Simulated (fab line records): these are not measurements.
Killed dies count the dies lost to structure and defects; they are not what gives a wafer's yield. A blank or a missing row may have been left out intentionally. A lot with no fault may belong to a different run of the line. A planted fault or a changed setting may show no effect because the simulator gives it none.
fab line records    flow ritCmos
record lots=14  wafers=42  lastDay=8
route steps=202 shown GATE@81 M1@202
lots that met no fault: taken from a fault-free run of the same line
startH: start of the lot's first displayed wafer, in hours after the record's first day    waitH: hours elapsed since this lot's preceding step    " unchanged from the row above    L1.1+2: a row that stands for several wafers    - no value, or no start was given    * or withheld: withheld    < > ~ a bound
route shown NAME@n: a module of which the file shows steps, and the number in the route of the first    usual: mean/standard deviation taken from wafers without a fault    same: alike in all rows    chamber/n: place in a boat    sites: per-site readings    _std_site: the standard deviation of these    _edge_site: outer sites' mean less inner sites'    radiusMm: for every site, how far away it sits from the centre of the wafer    mask NAME#n: copy n    behind: the tool/chamber that last shaped the wafer    hold: why the lot was held/for how many hours/how that ended    device: names the non-switching transistor (n, p or np)    end of line: tests run on the same wafers once the route is complete    a step given without rows: its recipe and nothing more    killed: not the wafer's yield, but the dies lost to structure and defects at the first sort    map: a wafer's dies, marking killed ones x, the rest . and places with no die _
set.NAME: setting as actually run; set.NAME@STEP: the setting as run at that earlier step    model.NAME: the simulator's own value behind a step, which no gauge read
route steps across a sampled set of lots; one table per step, one row per wafer
services: a tool's chamber out of use, with start hour (startH, from the record's first day; less than 0 if before it), hours out, and reason
## steps
# step RIT_GATE_OXIDATION_05
# recipe tempC=900  ambient=O2  targetThkA=30  oxTimeS=270
lot.wafer   tool        chamber  startH  waitH
L280.1+2+4  furnace-02  0        39.69   1.4
L282.2+4+6  furnace-03  0        48.83   1.2
L283.2+3+5  furnace-03  0        53.01   0.0
L284.2+3+5  furnace-03  0        58.34   0.0
L285.1+4+6  furnace-01  0        63.05   0.1
L288.2+4+5  furnace-01  0        77.30   0.1
L289.1+2+3  furnace-02  0        82.08   0.1
L290.2+4+5  furnace-03  0        89.38   1.3
L291.2+4+6  furnace-03  0        92.68   0.0
L292.1+3+4  furnace-03  0        98.84   1.0
L298.1+5+6  furnace-03  0        133.44  1.2
L299.1+5+6  furnace-02  0        137.39  0.1
L300.3+4+5  furnace-02  0        141.56  1.5
L302.1+2+3  furnace-02  0        154.48  0.1
# step RIT_GATE_THK_MEAS_07
# recipe reads=SiO2_of_GATE_OXIDATION_05
# usual GATE_OXIDE_THK=3.01/0.077
lot.wafer  tool          chamber  startH  waitH  GATE_OXIDE_THK[nm]
L280.1     filmMetro-03  -        41.02   0.0    2.93
L280.2     "             -        "       "      2.93
L280.4     "             -        "       "      2.96
L282.2     filmMetro-04  -        50.17   0.0    3.01
L282.4     "             -        "       "      3.01
L282.6     "             -        "       "      2.97
L283.2     filmMetro-02  -        54.35   0.0    3.08
L283.3     "             -        "       "      3.06
L283.5     "             -        "       "      3.11
L284.2     filmMetro-04  -        59.68   0.0    3.02
L284.3     "             -        "       "      3.03
L284.5     "             -        "       "      3.03
L285.1     filmMetro-03  -        64.37   0.0    2.97
L285.4     "             -        "       "      2.92
L285.6     "             -        "       "      2.87
L288.2     filmMetro-03  -        79.78   0.0    3.02
L288.4     "             -        "       "      3.01
L288.5     "             -        "       "      2.94
L289.1     filmMetro-03  -        83.80   0.0    2.82
L289.2     "             -        "       "      2.86
L289.3     "             -        "       "      2.87
L290.2     filmMetro-02  -        90.71   0.0    3.12
L290.4     "             -        "       "      3.06
L290.5     "             -        "       "      3.04
L291.2     filmMetro-02  -        94.07   0.0    3.08
L291.4     "             -        "       "      3.01
L291.6     "             -        "       "      3.09
L292.1     filmMetro-04  -        100.56  0.0    3.42
L292.3     "             -        "       "      3.46
L292.4     "             -        "       "      3.42
L298.1     filmMetro-03  -        134.77  0.0    3.36
L298.5     "             -        "       "      3.32
L298.6     "             -        "       "      3.42
L299.1     filmMetro-03  -        138.71  0.0    3.04
L299.5     "             -        "       "      3.02
L299.6     "             -        "       "      3.03
L300.3     filmMetro-03  -        145.58  0.0    3.06
L300.4     "             -        "       "      2.97
L300.5     "             -        "       "      2.90
L302.1     filmMetro-02  -        155.92  0.0    3.04
L302.2     "             -        "       "      2.99
L302.3     "             -        "       "      2.98
# step RIT_M1_PROBE_99
# usual killed_at_M0_to_M3=0.0/0.14  killedAtContacts=0.1/0.3  killedAtFrontEnd=6.5/2.9  killedDies=6.6/3  killedOpen=3.3/2  killedShort=3.3/1.9
# same grossDies=264  killed_at_M4_up=0  killedAtBackSide=0  killedAtOther=0
lot.wafer  tool       chamber  startH  waitH  killed_at_M0_to_M3  killedAtContacts  killedAtFrontEnd  killedDies  killedOpen  killedShort
L280.1     prober-02  -        66.18   0.1    0                   0                 4                 4           3           1
L280.2     prober-02  -        66.23   0.1    0                   0                 12                12          5           7
L280.4     prober-02  -        66.33   0.2    0                   0                 4                 4           2           2
L282.2     prober-02  -        75.02   0.1    0                   0                 5                 5           4           1
L282.4     prober-02  -        75.12   0.2    0                   0                 11                11          4           7
L282.6     prober-02  -        75.22   0.2    0                   0                 14                14          8           6
L283.2     prober-01  -        79.10   0.1    0                   0                 6                 6           5           1
L283.3     prober-01  -        79.15   0.2    0                   1                 5                 6           2           4
L283.5     prober-01  -        79.25   0.2    0                   1                 9                 10          5           5
L284.2     prober-02  -        83.72   0.1    0                   0                 9                 9           5           4
L284.3     prober-02  -        83.77   0.2    0                   0                 12                12          6           6
L284.5     prober-02  -        83.87   0.2    0                   0                 10                10          7           3
L285.1     prober-01  -        86.64   0.1    0                   0                 10                10          7           3
L285.4     prober-01  -        86.79   0.2    0                   0                 5                 5           3           2
L285.6     prober-01  -        86.89   0.2    0                   0                 9                 9           4           5
L288.2     prober-02  -        104.17  0.1    0                   0                 4                 4           1           3
L288.4     prober-02  -        104.27  0.2    0                   0                 2                 2           2           0
L288.5     prober-02  -        104.31  0.2    0                   0                 4                 4           2           2
L289.1     prober-01  -        106.62  0.1    0                   0                 1                 1           0           1
L289.2     prober-01  -        106.67  0.1    0                   0                 7                 7           7           0
L289.3     prober-01  -        106.72  0.2    0                   0                 0                 0           0           0
L290.2     prober-02  -        113.71  0.1    0                   0                 8                 8           3           5
L290.4     prober-02  -        113.81  0.2    0                   0                 5                 5           4           1
L290.5     prober-02  -        113.86  0.2    0                   0                 4                 4           1           3
L291.2     prober-01  -        116.43  0.1    0                   0                 2                 2           1           1
L291.4     prober-01  -        116.53  0.2    0                   0                 5                 5           3           2
L291.6     prober-01  -        116.63  0.2    0                   0                 12                12          7           5
L292.1     prober-02  -        123.16  0.1    0                   0                 4                 4           1           3
L292.3     prober-02  -        123.26  0.2    1                   1                 7                 9           6           3
L292.4     prober-02  -        123.31  0.2    0                   0                 3                 3           2           1
L298.1     prober-02  -        160.86  0.1    0                   0                 6                 6           2           4
L298.5     prober-02  -        161.06  0.2    0                   0                 1                 1           0           1
L298.6     prober-02  -        161.11  0.2    0                   0                 6                 6           3           3
L299.1     prober-01  -        166.92  0.1    0                   0                 6                 6           4           2
L299.5     prober-01  -        167.12  0.2    0                   0                 10                10          3           7
L299.6     prober-01  -        167.17  0.2    0                   0                 3                 3           1           2
L300.3     prober-02  -        171.53  0.2    0                   0                 9                 9           3           6
L300.4     prober-02  -        171.58  0.2    0                   0                 5                 5           2           3
L300.5     prober-02  -        171.63  0.2    0                   0                 7                 7           5           2
L302.1     prober-02  -        184.11  0.1    0                   0                 5                 5           0           5
L302.2     prober-02  -        184.16  0.1    0                   1                 3                 4           2           2
L302.3     prober-02  -        184.21  0.2    0                   0                 6                 6           2           4
# killed by level:class
L280.1 GATE:geometricParticle:open=1 GATE:geometricParticle:short=1 REOX:geometricParticle:open=1 SPACER:geometricParticle:open=1
L280.2 GATE:geometricParticle:short=6 GATE:geometricParticle:open=4 REOX:geometricParticle:open=1 REOX:geometricParticle:short=1
L280.4 GATE:geometricParticle:short=2 GATE:geometricParticle:open=2
L282.2 SPACER:geometricParticle:open=2 GATE:geometricParticle:open=1 SILICIDE:geometricParticle:open=1 SILICIDE:geometricParticle:short=1
L282.4 GATE:geometricParticle:short=3 FOX1:geometricParticle:short=2 GATE:geometricParticle:open=2 FOX1:geometricParticle:open=1 FOX2:geometricParticle:open=1 SPACER:geometricParticle:short=1 SILICIDE:geometricParticle:short=1
L282.6 GATE:geometricParticle:open=3 GATE:geometricParticle:short=2 REOX:geometricParticle:short=2 REOX:geometricParticle:open=2 SPACER:geometricParticle:open=2 FOX1:geometricParticle:short=1 SPACER:geometricParticle:short=1 SILICIDE:geometricParticle:open=1
L283.2 FOX1:geometricParticle:open=3 SILICIDE:geometricParticle:open=2 FOX2:geometricParticle:short=1
L283.3 FOX1:geometricParticle:short=1 GATE:geometricParticle:short=1 GATE:geometricParticle:open=1 SPACER:geometricParticle:open=1 SPACER:geometricParticle:short=1 CONTACT:geometricParticle:short=1
L283.5 FOX1:geometricParticle:open=2 GATE:geometricParticle:open=2 GATE:geometricParticle:short=2 SPACER:geometricParticle:short=1 SPACER:geometricParticle:open=1 SILICIDE:geometricParticle:short=1 CONTACT:geometricParticle:short=1
L284.2 GATE:geometricParticle:open=3 GATE:geometricParticle:short=2 SILICIDE:geometricParticle:open=2 SILICIDE:geometricParticle:short=2
L284.3 GATE:geometricParticle:short=4 SILICIDE:geometricParticle:open=3 REOX:geometricParticle:open=2 SILICIDE:geometricParticle:short=2 GATE:geometricParticle:open=1
L284.5 GATE:geometricParticle:open=3 SILICIDE:geometricParticle:open=3 SILICIDE:geometricParticle:short=2 GATE:geometricParticle:short=1 REOX:geometricParticle:open=1
L285.1 FOX1:geometricParticle:short=2 FOX1:geometricParticle:open=2 SILICIDE:geometricParticle:open=2 FOX2:geometricParticle:open=1 GATE:geometricParticle:open=1 SPACER:geometricParticle:short=1 SPACER:geometricParticle:open=1
L285.4 GATE:geometricParticle:open=2 ACTIVE:geometricParticle:short=1 SILICIDE:geometricParticle:open=1 SILICIDE:geometricParticle:short=1
L285.6 FOX2:geometricParticle:open=2 FOX2:geometricParticle:short=2 SPACER:geometricParticle:short=2 FOX1:geometricParticle:open=1 SPACER:geometricParticle:open=1 SILICIDE:geometricParticle:short=1
L288.2 GATE:geometricParticle:short=2 FOX2:geometricParticle:short=1 GATE:geometricParticle:open=1
L288.4 FOX1:geometricParticle:open=1 GATE:geometricParticle:open=1
L288.5 SILICIDE:geometricParticle:short=2 REOX:geometricParticle:open=1 SPACER:geometricParticle:open=1
L289.1 FOX2:geometricParticle:short=1
L289.2 REOX:geometricParticle:open=4 GATE:geometricParticle:open=1 SPACER:geometricParticle:open=1 SILICIDE:geometricParticle:open=1
L290.2 GATE:geometricParticle:short=2 FOX2:geometricParticle:short=1 FOX2:geometricParticle:open=1 GATE:geometricParticle:open=1 REOX:geometricParticle:short=1 SPACER:geometricParticle:open=1 SPACER:geometricParticle:short=1
L290.4 FOX1:geometricParticle:short=1 FOX2:geometricParticle:open=1 GATE:geometricParticle:open=1 REOX:geometricParticle:open=1 SILICIDE:geometricParticle:open=1
L290.5 FOX2:geometricParticle:short=2 FOX2:geometricParticle:open=1 SPACER:geometricParticle:short=1
L291.2 FOX1:geometricParticle:short=1 GATE:geometricParticle:open=1
L291.4 GATE:geometricParticle:open=2 FOX1:geometricParticle:short=1 REOX:geometricParticle:open=1 SPACER:geometricParticle:short=1
L291.6 REOX:geometricParticle:open=4 GATE:geometricParticle:short=2 FOX1:geometricParticle:short=1 FOX1:geometricParticle:open=1 GATE:geometricParticle:open=1 SPACER:geometricParticle:short=1 SILICIDE:geometricParticle:open=1 SILICIDE:geometricParticle:short=1
L292.1 FOX1:geometricParticle:short=1 FOX2:geometricParticle:short=1 GATE:geometricParticle:short=1 GATE:geometricParticle:open=1
L292.3 GATE:geometricParticle:open=4 FOX1:geometricParticle:short=1 SPACER:geometricParticle:open=1 SPACER:geometricParticle:short=1 CONTACT:geometricParticle:open=1 M1:geometricParticle:short=1
L292.4 GATE:geometricParticle:short=1 GATE:geometricParticle:open=1 SPACER:geometricParticle:open=1
L298.1 GATE:geometricParticle:short=2 FOX1:geometricParticle:open=1 FOX2:geometricParticle:short=1 FOX2:geometricParticle:open=1 REOX:geometricParticle:short=1
L298.5 GATE:geometricParticle:short=1
L298.6 GATE:geometricParticle:open=2 FOX1:geometricParticle:open=1 GATE:geometricParticle:short=1 REOX:geometricParticle:short=1 SILICIDE:geometricParticle:short=1
L299.1 FOX1:geometricParticle:open=2 SILICIDE:geometricParticle:open=2 FOX2:geometricParticle:short=1 SILICIDE:geometricParticle:short=1
L299.5 FOX1:geometricParticle:short=3 FOX1:geometricParticle:open=1 FOX2:geometricParticle:open=1 FOX2:geometricParticle:short=1 GATE:geometricParticle:open=1 GATE:geometricParticle:short=1 SPACER:geometricParticle:short=1 SILICIDE:geometricParticle:short=1
L299.6 SPACER:geometricParticle:short=2 GATE:geometricParticle:open=1
L300.3 FOX1:geometricParticle:short=3 FOX1:geometricParticle:open=2 GATE:geometricParticle:open=1 GATE:geometricParticle:short=1 REOX:geometricParticle:short=1 SPACER:geometricParticle:short=1
L300.4 GATE:geometricParticle:open=2 FOX1:geometricParticle:short=1 FOX2:geometricParticle:short=1 SPACER:geometricParticle:short=1
L300.5 GATE:geometricParticle:open=2 SILICIDE:geometricParticle:short=2 FOX1:geometricParticle:open=1 FOX2:geometricParticle:open=1 SILICIDE:geometricParticle:open=1
L302.1 GATE:geometricParticle:short=2 REOX:geometricParticle:short=2 SPACER:geometricParticle:short=1
L302.2 GATE:geometricParticle:short=1 REOX:geometricParticle:open=1 SILICIDE:geometricParticle:open=1 CONTACT:geometricParticle:short=1
L302.3 GATE:geometricParticle:open=2 GATE:geometricParticle:short=2 ACTIVE:geometricParticle:short=1 REOX:geometricParticle:short=1
## services
tool        chamber  startH  hours  kind
furnace-03  -        27.02   3.2    pm
furnace-01  -        36.75   3.3    pm
furnace-02  -        76.75   4.0    pm
## key
firstSign step=RIT_GATE_THK_MEAS_07  reading=GATE_OXIDE_THK  direction=up  sigmas=5.1  usual=3.01  struck=3.40
effect none on later readings
metAt RIT_GATE_OXIDATION_05
struckLots L292,L298
testerLeftOut L292,L298
onsetBetween 92.68 98.84
fault kind=processParameterDrift  tool=furnace-03  chamber=-  onsetH=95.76  steps=RIT_GATE_OXIDATION_05  channel=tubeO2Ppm  offset=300  shape=step  endH=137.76
# testerLeftOut: of these lots the tester's yield and bins aren't shown, on N5 and GAA mostly nor the transistor test; their killed dies are dies lost to structure and defects alone, not to doping, threshold or leakage, so they don't give the yield
